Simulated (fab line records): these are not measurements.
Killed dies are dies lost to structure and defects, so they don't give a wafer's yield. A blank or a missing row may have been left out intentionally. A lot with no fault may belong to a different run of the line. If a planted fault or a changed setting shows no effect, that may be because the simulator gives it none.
Which tool did it? | flow rit_cmos | 14 lots with 42 wafers sampled at 3 steps, on a route of 202 steps

== WHAT EACH GAUGE READ, for each wafer ==
RIT_ACTIVE_THK_MEAS_04.
lot  | measured    | on            | ACTIVE_NITRIDE_THK (nm)
L142 | day 1 20:47 | film_metro-01 | 147.0 146.3 147.0
L143 | day 1 23:32 | film_metro-02 | 149.1 149.9 148.5
L144 | day 2 04:32 | film_metro-04 | 149.7 149.5 149.8
L145 | day 2 09:32 | film_metro-01 | 148.0 149.4 149.3
L147 | day 2 19:32 | film_metro-01 | 149.7 149.0 151.2
L148 | day 3 00:32 | film_metro-04 | 147.7 147.4 146.8
L149 | day 3 06:02 | film_metro-04 | 148.6 148.1 148.0
L150 | day 3 11:00 | film_metro-04 | 151.5 150.3 152.2
L151 | day 3 15:56 | film_metro-02 | 149.6 147.7 147.9
L154 | day 4 06:32 | film_metro-04 | 148.8 147.9 148.2
L155 | day 4 11:32 | film_metro-01 | 189.4 180.5 172.1
L157 | day 4 21:32 | film_metro-01 | 180.5 172.5 160.6
L160 | day 5 12:32 | film_metro-02 | 149.7 149.4 150.5
L164 | day 6 09:19 | film_metro-04 | 149.0 150.2 149.6

RIT_ACTIVE_CD_MEAS_11: the cd target is 1400 nm.
lot  | measured    | on        | cd_nm (nm)
L142 | day 1 21:49 | cd_sem-02 | 1396.8 1397.6 1398.6
L143 | day 2 00:26 | cd_sem-02 | 1400.6 1402.7 1402.2
L144 | day 2 05:34 | cd_sem-02 | 1399.7 1400.0 1402.0
L145 | day 2 10:34 | cd_sem-02 | 1404.0 1402.1 1401.0
L147 | day 2 20:34 | cd_sem-02 | 1396.8 1396.8 1398.0
L148 | day 3 01:36 | cd_sem-02 | 1396.1 1393.6 1394.6
L149 | day 3 07:05 | cd_sem-02 | 1399.5 1400.6 1400.9
L150 | day 3 11:55 | cd_sem-02 | 1396.1 1398.0 1397.3
L151 | day 3 16:51 | cd_sem-02 | 1398.5 1398.4 1399.9
L154 | day 4 07:35 | cd_sem-02 | 1398.9 1399.6 1398.0
L155 | day 4 12:26 | cd_sem-02 | 1399.8 1400.6 1401.0
L157 | day 4 22:34 | cd_sem-01 | 1399.3 1397.7 1397.6
L160 | day 5 13:28 | cd_sem-01 | 1404.0 1403.7 1403.0
L164 | day 6 10:20 | cd_sem-01 | 1397.1 1398.6 1398.3

== WHICH TOOL RAN EACH LOT (tool, then ch and the chambers of the sampled wafers, then the start) ==
lot  | RIT_ACTIVE_CVD_03
L142 | lpcvd-02 ch 1, day 1 19:22
L143 | lpcvd-01 ch 1, day 1 22:07
L144 | lpcvd-01 ch 1, day 2 03:07
L145 | lpcvd-01 ch 0, day 2 08:07
L147 | lpcvd-02 ch 1, day 2 18:07
L148 | lpcvd-02 ch 0, day 2 23:07
L149 | lpcvd-01 ch 1, day 3 04:38
L150 | lpcvd-01 ch 1, day 3 09:35
L151 | lpcvd-01 ch 0, day 3 14:32
L154 | lpcvd-02 ch 1, day 4 05:07
L155 | lpcvd-01 ch 1, day 4 10:07
L157 | lpcvd-01 ch 0, day 4 20:07
L160 | lpcvd-02 ch 1, day 5 11:07
L164 | lpcvd-02 ch 0, day 6 07:12
- RIT_ACTIVE_CVD_03: deposits Si3N4 from SiH2Cl2/NH3, target thk 150 nm, time 1500 s.

== WHAT THE TOOLS THEMSELVES READ (means of the sampled wafers that have a number; where no wafer has one, the mark that the record gives instead) ==
RIT_ACTIVE_CVD_03.
lot  | tool     | nh3_flow_sccm (sccm) | spike_tc_centre_C (C) | spike_tc_load_C (C)
L142 | lpcvd-02 | 150.3                | 813.3                 | 836.3
L143 | lpcvd-01 | 149.4                | 812.7                 | 833.7
L144 | lpcvd-01 | 150.1                | 812.8                 | 834.0
L145 | lpcvd-01 | 149.8                | 812.7                 | 836.0
L147 | lpcvd-02 | 150.3                | 813.4                 | 835.5
L148 | lpcvd-02 | 149.8                | 812.8                 | 831.7
L149 | lpcvd-01 | 149.5                | 813.1                 | 832.6
L150 | lpcvd-01 | 150.8                | 812.0                 | 834.0
L151 | lpcvd-01 | 149.9                | 813.4                 | 835.0
L154 | lpcvd-02 | 150.1                | 813.0                 | 835.7
L155 | lpcvd-01 | 150.0                | 840.7                 | 833.4
L157 | lpcvd-01 | 149.7                | 841.4                 | 834.7
L160 | lpcvd-02 | 150.1                | 812.7                 | 835.3
L164 | lpcvd-02 | 149.5                | 812.7                 | 832.3

== THE ANSWER, worked out from the rows above alone ==
Rule: usual is defined by the lots themselves. Put in order of their means at a reading, lots are off if they are a third of the lots or fewer, leave a main group of 4 or more, and stand apart from it by a gap of 3 or more times the standard deviation of the main group's means; of several such gaps the widest counts. A main group is skipped when, at the precision printed for the reading in the tables above, its means are all equal. Also off: a lot with no number at a reading for which 4 or more lots have one. Any other lot the step has rows for is counted as sound. Order of review: gauges by route order, followed by the tools' own readings, for which a lot's mean as printed above is used. At the first step where some lot is off, the reading lying furthest off is the one used; lots without a number count as furthest.
Off: L155, L157, seen at RIT_ACTIVE_THK_MEAS_04 (ACTIVE_NITRIDE_THK). The main group has a mean of 149.0 nm with a standard deviation of 1.2.
If a tool, at a process step before that reading, ran all the lots that are off and no sound lot after the first of them, it fits. The gauges at RIT_ACTIVE_THK_MEAS_04 aren't tried: what is off there is off at RIT_ACTIVE_CVD_03 too, on other tools, and a gauge's error can't cause that. One candidate fits, namely lpcvd-01 at RIT_ACTIVE_CVD_03. A fault onset in the window from L151 (day 3 14:32, its last sound lot) to L155 (day 4 10:07, its first lot off) fits.
The tool's own readings at RIT_ACTIVE_CVD_03 bear it out: on the lots that are off they differ by more than 5 times the standard deviation of the sound lots' means. spike_tc_centre_C reads 841.0 C there against 812.9 C on the sound lots.

== WHAT WAS PUT IN BY THE SIMULATOR ==
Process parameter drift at RIT_ACTIVE_CVD_03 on lpcvd-01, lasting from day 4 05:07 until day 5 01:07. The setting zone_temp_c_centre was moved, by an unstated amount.
Shown lots that were struck: L155, L157. The rule given above showed the same thing.
